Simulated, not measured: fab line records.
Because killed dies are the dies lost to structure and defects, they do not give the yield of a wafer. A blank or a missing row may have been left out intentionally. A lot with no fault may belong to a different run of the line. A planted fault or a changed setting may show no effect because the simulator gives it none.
Which tool did it? || flow berkeley-cmos170 || Sampling: 12 lots, 34 wafers, 5 of 331 route steps

## WHAT EACH GAUGE READ, for each wafer
UCB170_M2_RS_MEAS_02: the measuring method here is four-point-probe.
{"lot": "L342", "measured": "day 7 06:46", "on": "film-metro-01", "M2_AL_RS (ohm/sq)": "0.0317 0.0324 0.0316"}
{"lot": "L343", "measured": "day 7 17:07", "on": "film-metro-01", "M2_AL_RS (ohm/sq)": "0.0320 0.0323 0.0321"}
{"lot": "L344", "measured": "day 8 05:17", "on": "film-metro-04", "M2_AL_RS (ohm/sq)": "0.0319 0.0318 0.0323"}
{"lot": "L345", "measured": "day 8 16:19", "on": "film-metro-01", "M2_AL_RS (ohm/sq)": "0.0320 0.0320 0.0321"}
{"lot": "L346", "measured": "day 8 16:33", "on": "film-metro-03", "M2_AL_RS (ohm/sq)": "0.0321 0.0330 0.0329"}
{"lot": "L347", "measured": "day 8 17:15", "on": "film-metro-04", "M2_AL_RS (ohm/sq)": "0.0318 0.0326 0.0326"}
{"lot": "L352", "measured": "day 9 10:37", "on": "film-metro-01", "M2_AL_RS (ohm/sq)": "0.0321 0.0327 0.0322"}
{"lot": "L354", "measured": "day 10 00:34", "on": "film-metro-01", "M2_AL_RS (ohm/sq)": 0.0331}
{"lot": "L355", "measured": "day 10 16:38", "on": "film-metro-03", "M2_AL_RS (ohm/sq)": "0.0313 0.0314 0.0315"}
{"lot": "L359", "measured": "day 11 03:19", "on": "film-metro-03", "M2_AL_RS (ohm/sq)": "0.0316 0.0326 0.0316"}
{"lot": "L362", "measured": "day 11 10:14", "on": "film-metro-01", "M2_AL_RS (ohm/sq)": "0.0319 0.0326 0.0324"}
{"lot": "L363", "measured": "day 12 06:38", "on": "film-metro-03", "M2_AL_RS (ohm/sq)": "0.0317 0.0319 0.0325"}

UCB170_V2_THK_MEAS_01.
{"lot": "L342", "measured": "day 7 09:53", "on": "film-metro-02", "V2_TEOS_THK (nm)": "1986 2055 2039"}
{"lot": "L343", "measured": "day 7 19:49", "on": "film-metro-04", "V2_TEOS_THK (nm)": "1954 1993 1998"}
{"lot": "L344", "measured": "day 8 08:28", "on": "film-metro-02", "V2_TEOS_THK (nm)": "2027 1996 2014"}
{"lot": "L345", "measured": "day 8 20:33", "on": "film-metro-04", "V2_TEOS_THK (nm)": "2003 1972 2044"}
{"lot": "L346", "measured": "day 8 21:28", "on": "film-metro-04", "V2_TEOS_THK (nm)": "1924 1984 2025"}
{"lot": "L347", "measured": "day 8 21:16", "on": "film-metro-02", "V2_TEOS_THK (nm)": "1966 2035 2001"}
{"lot": "L352", "measured": "day 9 13:19", "on": "film-metro-01", "V2_TEOS_THK (nm)": "2313 2011 2356"}
{"lot": "L354", "measured": "day 10 08:01", "on": "film-metro-02", "V2_TEOS_THK (nm)": 2348}
{"lot": "L355", "measured": "day 10 19:48", "on": "film-metro-04", "V2_TEOS_THK (nm)": "1960 1994 2010"}
{"lot": "L359", "measured": "day 11 05:58", "on": "film-metro-01", "V2_TEOS_THK (nm)": "2015 2022 2029"}
{"lot": "L362", "measured": "day 11 14:02", "on": "film-metro-04", "V2_TEOS_THK (nm)": "1983 2036 2043"}
{"lot": "L363", "measured": "day 12 09:22", "on": "film-metro-04", "V2_TEOS_THK (nm)": "1987 1969 2016"}

UCB170_M3_THK_MEAS_03: measures by xrf.
{"lot": "L342", "measured": "day 7 12:16", "on": "film-metro-02", "M3_AL_THK (nm)": "911 898 897"}
{"lot": "L343", "measured": "day 8 00:07", "on": "film-metro-04", "M3_AL_THK (nm)": "896 894 919"}
{"lot": "L344", "measured": "day 8 10:58", "on": "film-metro-04", "M3_AL_THK (nm)": "875 884 880"}
{"lot": "L345", "measured": "day 8 23:35", "on": "film-metro-02", "M3_AL_THK (nm)": "880 901 887"}
{"lot": "L346", "measured": "day 9 00:40", "on": "film-metro-04", "M3_AL_THK (nm)": "892 903 890"}
{"lot": "L347", "measured": "day 9 00:12", "on": "film-metro-03", "M3_AL_THK (nm)": "891 902 894"}
{"lot": "L352", "measured": "day 9 15:52", "on": "film-metro-02", "M3_AL_THK (nm)": "907 913 906"}
{"lot": "L354", "measured": "day 10 10:44", "on": "film-metro-02", "M3_AL_THK (nm)": 908}
{"lot": "L355", "measured": "day 10 23:17", "on": "film-metro-02", "M3_AL_THK (nm)": "894 909 890"}
{"lot": "L359", "measured": "day 11 08:45", "on": "film-metro-04", "M3_AL_THK (nm)": "884 899 892"}
{"lot": "L362", "measured": "day 11 16:38", "on": "film-metro-02", "M3_AL_THK (nm)": "900 906 899"}
{"lot": "L363", "measured": "day 12 12:02", "on": "film-metro-03", "M3_AL_THK (nm)": "883 887 887"}

## EACH LOT AND THE TOOL THAT RAN IT (in order: tool; ch and the chambers of the sampled wafers; start)
{"lot": "L342", "UCB170_V1_CVD_00": "pecvd-01 ch 0,2, day 7 02:52", "UCB170_V2_CVD_00": "pecvd-01 ch 0,1,2, day 7 09:44"}
{"lot": "L343", "UCB170_V1_CVD_00": "pecvd-03 ch 1,2, day 7 13:58", "UCB170_V2_CVD_00": "pecvd-01 ch 1,2, day 7 19:39"}
{"lot": "L344", "UCB170_V1_CVD_00": "pecvd-04 ch 0,1,2, day 7 22:43", "UCB170_V2_CVD_00": "pecvd-03 ch 0,1,2, day 8 08:21"}
{"lot": "L345", "UCB170_V1_CVD_00": "pecvd-03 ch 0,1,2, day 8 13:35", "UCB170_V2_CVD_00": "pecvd-02 ch 0,1, day 8 20:23"}
{"lot": "L346", "UCB170_V1_CVD_00": "pecvd-04 ch 0,2, day 8 13:35", "UCB170_V2_CVD_00": "pecvd-02 ch 0,1,2, day 8 21:18"}
{"lot": "L347", "UCB170_V1_CVD_00": "pecvd-03 ch 0,1,2, day 8 13:45", "UCB170_V2_CVD_00": "pecvd-03 ch 0,2, day 8 21:07"}
{"lot": "L352", "UCB170_V1_CVD_00": "pecvd-04 ch 0,1,2, day 9 06:55", "UCB170_V2_CVD_00": "pecvd-02 ch 0,1, day 9 13:09"}
{"lot": "L354", "UCB170_V1_CVD_00": "pecvd-01 ch 1, day 9 20:49", "UCB170_V2_CVD_00": "pecvd-02 ch 0, day 10 07:53"}
{"lot": "L355", "UCB170_V1_CVD_00": "pecvd-04 ch 0,2, day 10 13:15", "UCB170_V2_CVD_00": "pecvd-01 ch 0,1, day 10 19:39"}
{"lot": "L359", "UCB170_V1_CVD_00": "pecvd-04 ch 1,2, day 11 00:47", "UCB170_V2_CVD_00": "pecvd-01 ch 0,1,2, day 11 05:49"}
{"lot": "L362", "UCB170_V1_CVD_00": "pecvd-01 ch 0,1, day 11 06:32", "UCB170_V2_CVD_00": "pecvd-01 ch 1,2, day 11 13:52"}
{"lot": "L363", "UCB170_V1_CVD_00": "pecvd-01 ch 0,1,2, day 12 02:17", "UCB170_V2_CVD_00": "pecvd-03 ch 0,1,2, day 12 09:13"}
- UCB170_V1_CVD_00: deposits SiO2 from TEOS/O2, target thk 2000 nm, time 250 s.
- UCB170_V2_CVD_00: deposits SiO2 from TEOS/O2, target thk 2000 nm, time 250 s.

## WHAT THE TOOLS THEMSELVES READ (means of the sampled wafers that have a number; where no wafer has one, the mark that the record gives instead)
UCB170_V1_CVD_00.
{"lot": "L342", "tool": "pecvd-01", "heater-power-w (W)": 286, "run-length-s (s)": 278.6}
{"lot": "L343", "tool": "pecvd-03", "heater-power-w (W)": 261, "run-length-s (s)": 277.9}
{"lot": "L344", "tool": "pecvd-04", "heater-power-w (W)": 195, "run-length-s (s)": 278.1}
{"lot": "L345", "tool": "pecvd-03", "heater-power-w (W)": 260, "run-length-s (s)": 277.8}
{"lot": "L346", "tool": "pecvd-04", "heater-power-w (W)": 261, "run-length-s (s)": 278.0}
{"lot": "L347", "tool": "pecvd-03", "heater-power-w (W)": 290, "run-length-s (s)": 277.8}
{"lot": "L352", "tool": "pecvd-04", "heater-power-w (W)": 253, "run-length-s (s)": 278.2}
{"lot": "L354", "tool": "pecvd-01", "heater-power-w (W)": 296, "run-length-s (s)": 277.7}
{"lot": "L355", "tool": "pecvd-04", "heater-power-w (W)": 236, "run-length-s (s)": 278.7}
{"lot": "L359", "tool": "pecvd-04", "heater-power-w (W)": 264, "run-length-s (s)": 277.4}
{"lot": "L362", "tool": "pecvd-01", "heater-power-w (W)": 267, "run-length-s (s)": 278.3}
{"lot": "L363", "tool": "pecvd-01", "heater-power-w (W)": 298, "run-length-s (s)": 278.5}

UCB170_V2_CVD_00.
{"lot": "L342", "tool": "pecvd-01", "heater-power-w (W)": 260, "run-length-s (s)": 278.1}
{"lot": "L343", "tool": "pecvd-01", "heater-power-w (W)": 270, "run-length-s (s)": 278.1}
{"lot": "L344", "tool": "pecvd-03", "heater-power-w (W)": 284, "run-length-s (s)": 277.7}
{"lot": "L345", "tool": "pecvd-02", "heater-power-w (W)": 258, "run-length-s (s)": 278.5}
{"lot": "L346", "tool": "pecvd-02", "heater-power-w (W)": 197, "run-length-s (s)": 278.3}
{"lot": "L347", "tool": "pecvd-03", "heater-power-w (W)": 250, "run-length-s (s)": 277.4}
{"lot": "L352", "tool": "pecvd-02", "heater-power-w (W)": 252, "run-length-s (s)": 306.5}
{"lot": "L354", "tool": "pecvd-02", "heater-power-w (W)": 271, "run-length-s (s)": 319.6}
{"lot": "L355", "tool": "pecvd-01", "heater-power-w (W)": 251, "run-length-s (s)": 278.0}
{"lot": "L359", "tool": "pecvd-01", "heater-power-w (W)": 315, "run-length-s (s)": 278.0}
{"lot": "L362", "tool": "pecvd-01", "heater-power-w (W)": 273, "run-length-s (s)": 278.6}
{"lot": "L363", "tool": "pecvd-03", "heater-power-w (W)": 243, "run-length-s (s)": 277.5}

## THE ANSWER, worked out from the rows above alone
Rule: usual is defined by the lots themselves. Put in order of their means at a reading, lots are off if they are a third of the lots or fewer, leave a main group of 4 or more, and stand apart from it by a gap of 3 or more times the standard deviation of the main group's means; of several such gaps the widest counts. A main group whose means are all the same, to the digits that the tables above print for the reading, isn't used. Also off: a lot with no number at a reading for which 4 or more lots have one. Where the step has rows for the other lots, those lots are counted as sound. The gauges are gone through in route order, then the tools' own readings, and for those a lot's mean is taken as printed above. At the first step where some lot is off, the reading lying furthest off is the one used; lots without a number count as furthest.
Off: at UCB170_V2_THK_MEAS_01 (V2_TEOS_THK), L352, L354. Main group: mean 2003 nm, sd 17.
A tool fits if, at a process step before that reading, it ran every lot that is off, and no sound lot after the first of them. The gauges at UCB170_V2_THK_MEAS_01 aren't tried: what is off there is off at UCB170_V2_CVD_00 too, on other tools, and a gauge's error can't cause that. One fits: pecvd-02 at UCB170_V2_CVD_00. A fault onset in the window from L346 (day 8 21:18, its last sound lot) to L352 (day 9 13:09, its first lot off) fits.
On the lots that are off, the tool's own readings at UCB170_V2_CVD_00 differ by more than 5 times the standard deviation of the sound lots' means, which bears it out; run-length-s reads 313.1 s there versus 278.0 s on the sound lots.

## WHAT THE SIMULATOR HAD PUT IN
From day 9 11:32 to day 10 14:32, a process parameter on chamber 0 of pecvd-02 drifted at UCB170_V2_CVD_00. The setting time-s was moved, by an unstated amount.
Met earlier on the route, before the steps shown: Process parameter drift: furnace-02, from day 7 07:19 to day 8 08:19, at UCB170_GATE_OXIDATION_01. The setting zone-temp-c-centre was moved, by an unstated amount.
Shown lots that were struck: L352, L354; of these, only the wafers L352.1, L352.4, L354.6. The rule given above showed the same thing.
